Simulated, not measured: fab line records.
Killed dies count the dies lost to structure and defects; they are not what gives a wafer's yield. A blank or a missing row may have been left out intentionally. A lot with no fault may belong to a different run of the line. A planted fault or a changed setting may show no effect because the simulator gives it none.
Which of the tools did it?	flow berkeley-cmos170	Sampling: 14 lots, 42 wafers, 3 of 331 route steps

WHAT THE GAUGES SHOWED, per wafer
UCB170_V2_OVL_MEAS_13.
lot	measured	on	V2_OVL (nm)
L646	day 9 01:39	overlay-02	5 4 4
L649	day 9 17:01	overlay-01	-3 -6 -9
L648	day 9 16:28	overlay-01	8 7 5
L650	day 9 21:10	overlay-02	-3 -2 -3
L647	day 9 21:16	overlay-01	3 -5 -4
L651	day 9 21:26	overlay-01	-5 0 -3
L654	day 10 13:46	overlay-01	4 -4 6
L658	day 11 03:28	overlay-01	2 -4 -1
L659	day 12 04:16	overlay-01	5 10 8
L662	day 13 01:01	overlay-01	-5 3 5
L664	day 12 22:59	overlay-01	1 -1 3
L667	day 13 08:16	overlay-02	1 -3 0
L666	day 13 08:33	overlay-01	-3 -6 0
L668	day 13 17:36	overlay-02	-10 -8 -7

WHAT TOOL EACH LOT RAN ON (gives the tool, then ch and the chambers of the sampled wafers, and finally the start)
lot	UCB170_SILICIDE_PRE_CLEAN_00	UCB170_V2_SOFTBAKE_08
L646	pvd-sputter-02, day 8 08:35	litho-track-03 ch 0, day 9 00:47
L649	pvd-sputter-04, day 8 18:47	litho-track-04 ch 0, day 9 15:06
L648	pvd-sputter-01, day 8 18:58	litho-track-03 ch 0, day 9 14:58
L650	pvd-sputter-02, day 8 19:26	litho-track-03 ch 0, day 9 20:11
L647	pvd-sputter-04, day 8 19:43	litho-track-04 ch 0, day 9 20:11
L651	pvd-sputter-01, day 8 21:50	litho-track-03 ch 0, day 9 20:38
L654	pvd-sputter-01, day 9 18:20	litho-track-04 ch 0, day 10 12:31
L658	pvd-sputter-01, day 10 08:19	litho-track-04 ch 0, day 11 02:11
L659	pvd-sputter-01, day 11 08:57	litho-track-03 ch 0, day 12 03:28
L662	pvd-sputter-01, day 12 00:33	litho-track-01 ch 0, day 13 00:24
L664	pvd-sputter-02, day 12 00:52	litho-track-03 ch 0, day 12 22:10
L667	pvd-sputter-04, day 12 12:56	litho-track-04 ch 0, day 13 07:32
L666	pvd-sputter-02, day 12 13:23	litho-track-03 ch 0, day 13 07:47
L668	pvd-sputter-04, day 13 01:12	litho-track-04 ch 0, day 13 16:31
- UCB170_SILICIDE_PRE_CLEAN_00: preclean etch time 60 s.
- UCB170_V2_SOFTBAKE_08: time 62.7 s.

WHAT THE TOOLS THEMSELVES READ (means of the sampled wafers that have a number; where no wafer has one, the mark that the record gives instead)
UCB170_V2_SOFTBAKE_08.
lot	tool	plate-sensor-t-centre-C (C)	plate-sensor-t-edge-C (C)
L646	litho-track-03	131.41	131.53
L649	litho-track-04	131.40	131.53
L648	litho-track-03	131.40	131.52
L650	litho-track-03	131.41	131.53
L647	litho-track-04	131.42	131.54
L651	litho-track-03	131.41	131.53
L654	litho-track-04	131.42	131.54
L658	litho-track-04	131.41	131.54
L659	litho-track-03	131.41	131.54
L662	litho-track-01	131.42	131.53
L664	litho-track-03	131.41	131.53
L667	litho-track-04	131.42	131.53
L666	litho-track-03	131.41	131.54
L668	litho-track-04	131.41	131.53

THE ANSWER, worked out from the rows above alone
Rule: the usual values come from the lots themselves. Put in order of their means at a reading, lots are off if they are a third of the lots or fewer, leave a main group of 4 or more, and stand apart from it by a gap of 3 or more times the standard deviation of the main group's means; of several such gaps the widest counts. The tables above print the reading to a certain number of digits; a main group whose means all agree to those digits is not used. Also off: a lot with no number at a reading for which 4 or more lots have one. Any other lot the step has rows for is counted as sound. Order of review: gauges by route order, followed by the tools' own readings, for which a lot's mean as printed above is used. At the first step where some lot is off, the reading lying furthest off is the one used; lots without a number count as furthest.
No lot is off at any reading shown: from this, nothing can be told.

WHAT HAD BEEN PUT IN BY THE SIMULATOR
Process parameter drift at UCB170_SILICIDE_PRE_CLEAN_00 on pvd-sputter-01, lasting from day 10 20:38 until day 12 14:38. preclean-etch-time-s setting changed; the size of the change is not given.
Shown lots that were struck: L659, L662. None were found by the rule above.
